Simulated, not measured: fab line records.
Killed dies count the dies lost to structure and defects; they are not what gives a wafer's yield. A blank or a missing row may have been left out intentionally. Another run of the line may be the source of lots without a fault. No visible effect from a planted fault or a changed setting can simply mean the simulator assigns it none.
A lot that was struck, set against a sound lot || flow ritCmos || 35 steps out of a route of 202
Sound: the wafers L974.3, L974.4, L974.5. Wafers struck: L970.2, L970.3, L970.6. At the end, the cause is stated.
Per side, at each step with rows, come the tool, then ch with its chambers, and then its first start. Under that, the readings that differ: sound wafers || struck wafers || difference of the means || sigmas: that difference in standard deviations of wafers without a fault.
alike: readings whose means differ by less than 2 such deviations, and words and numbers that are the same on both sides. not compared: withheld readings, readings that some wafer has no value for, bounds like >300 that may hide the same value, and numbers for which the record gives no deviation and whose values overlap.
Wherever a step has rows on one side only, a row that says differs or no value, or a row with sigmas, the two part there. Non-overlapping numbers with no deviation appear without sigmas and do not part them. A reading missing from all wafers of one side parts the sides only when that side holds two or more wafers.

first, 4 steps without rows for these wafers: RIT_ACTIVE_CLEAN_15 (cleans in SC1, time 600 s); RIT_ACTIVE_CLEAN_16 (cleans in dHF, time 30 s); RIT_ACTIVE_CLEAN_17 (cleans in SC2, time 600 s); RIT_FOX1_OXIDATION_00 (target thk 350.7 nm, ox time 1130 s).
RIT_FOX1_THK_MEAS_01:
  sound on filmMetro-04 at day 4 22:11; struck on filmMetro-04 at day 4 02:13
{"reading": "FOX1_OXIDE_THK (nm)", "sound": "337 335 336", "struck": "356 350 351", "difference": "+16", "sigmas": "+3"}
then, 2 steps without rows for these wafers: RIT_FOX1_WET_ETCH_02 (etches SiO2 in BOE, target depth 350 nm, time 390 s); RIT_FOX2_OXIDATION_00 (target thk 350.7 nm, ox time 1130 s).
RIT_FOX2_THK_MEAS_01:
  sound on filmMetro-02 at day 4 23:41; struck on filmMetro-04 at day 4 03:42
  alike: FOX2_OXIDE_THK
then, 2 steps without rows for these wafers: RIT_FOX2_CLEAN_02 (cleans in dHF, time 180 s); RIT_FOX2_WET_ETCH_03 (etches Si3N4 in H3PO4, target depth 195 nm, time 2700 s).
RIT_FOX2_THK_MEAS_90:
  sound on filmMetro-04 at day 5 00:34; struck on filmMetro-04 at day 4 04:39
  alike: FIELD_OXIDE_LEFT_1_THK
then, 1 step without rows for these wafers: RIT_NWELL_HMDS_00 (prime time 60 s).
RIT_NWELL_COAT_01: resist thk 1300 nm.
  sound on lithoTrack-04 ch 0, day 5 00:48; struck on lithoTrack-03, day 4 04:58
  no value came back on the struck wafers for chillPlateTempC (C), dispensePressureKPa (kPa); on the sound wafers chillPlateTempC (C) reads 23.20 23.10 23.22
then, 4 steps without rows for these wafers: RIT_NWELL_SOFTBAKE_02 (time 60 s); RIT_NWELL_EXPOSE_03 (exposes mask M2, target cd 43900 nm); RIT_NWELL_PEB_04; RIT_NWELL_DEVELOP_05 (develop time 68 s).
RIT_NWELL_OVL_MEAS_06:
  sound on overlay-01 at day 5 01:37; struck on overlay-01 at day 4 05:41
{"reading": "NWELL_OVL (nm)", "sound": "3.0 1.5 2.1", "struck": "- - -", "difference": "no value on the struck wafers", "sigmas": ""}
then, 2 steps without rows for these wafers: RIT_NWELL_HARDBAKE_07 (time 120 s); RIT_NWELL_IMPLANT_08.
RIT_NWELL_STRIP_09: strips in O2, time 180 s.
  sound on plasmaAsher-02 ch 0,1, day 5 02:06; struck on plasmaAsher-01 ch 0,1, day 4 06:07
  alike: drypumpMotorCurrentA
  not compared: rfHoursCounterH
RIT_NWELL_TW_MEAS_10:
  sound on filmMetro-01 at day 5 02:14; struck on filmMetro-01 at day 4 06:18
  alike: NWELL_TW
then, 6 steps without rows for these wafers: RIT_PWELL_HMDS_00 (prime time 60 s); RIT_PWELL_COAT_01 (resist thk 1300 nm); RIT_PWELL_SOFTBAKE_02 (time 60 s); RIT_PWELL_EXPOSE_03 (exposes mask M3, target cd 43700 nm); RIT_PWELL_PEB_04; RIT_PWELL_DEVELOP_05 (develop time 68 s).
RIT_PWELL_OVL_MEAS_06:
  sound on overlay-01 at day 5 03:17; struck on overlay-02 at day 4 07:14
  alike: PWELL_OVL
then, 2 steps without rows for these wafers: RIT_PWELL_HARDBAKE_07 (time 120 s); RIT_PWELL_IMPLANT_08.
RIT_PWELL_STRIP_09: strips in O2, time 180 s.
  sound on plasmaAsher-03 ch 0,1, day 5 03:47; struck on plasmaAsher-02 ch 0,1, day 4 07:40
  alike: drypumpMotorCurrentA
  not compared: rfHoursCounterH
RIT_PWELL_TW_MEAS_10:
  sound on filmMetro-01 at day 5 03:55; struck on filmMetro-04 at day 4 07:51
{"reading": "PWELL_TW", "sound": "954 945 948", "struck": "2183 2171 2178", "difference": "+1228", "sigmas": "+99 or more"}
then, 1 step without rows for these wafers: RIT_WELLDRIVE_ANNEAL_00 (time 14700 s).
RIT_M1_PROBE_99:
  record: rows for the struck wafers here (prober-01, day 5 20:14), none for the sound ones

== WHERE THEY PART ==
At RIT_FOX1_THK_MEAS_01 first; at RIT_M1_PROBE_99 last (within this record only).

WHY: what had been put in by the simulator
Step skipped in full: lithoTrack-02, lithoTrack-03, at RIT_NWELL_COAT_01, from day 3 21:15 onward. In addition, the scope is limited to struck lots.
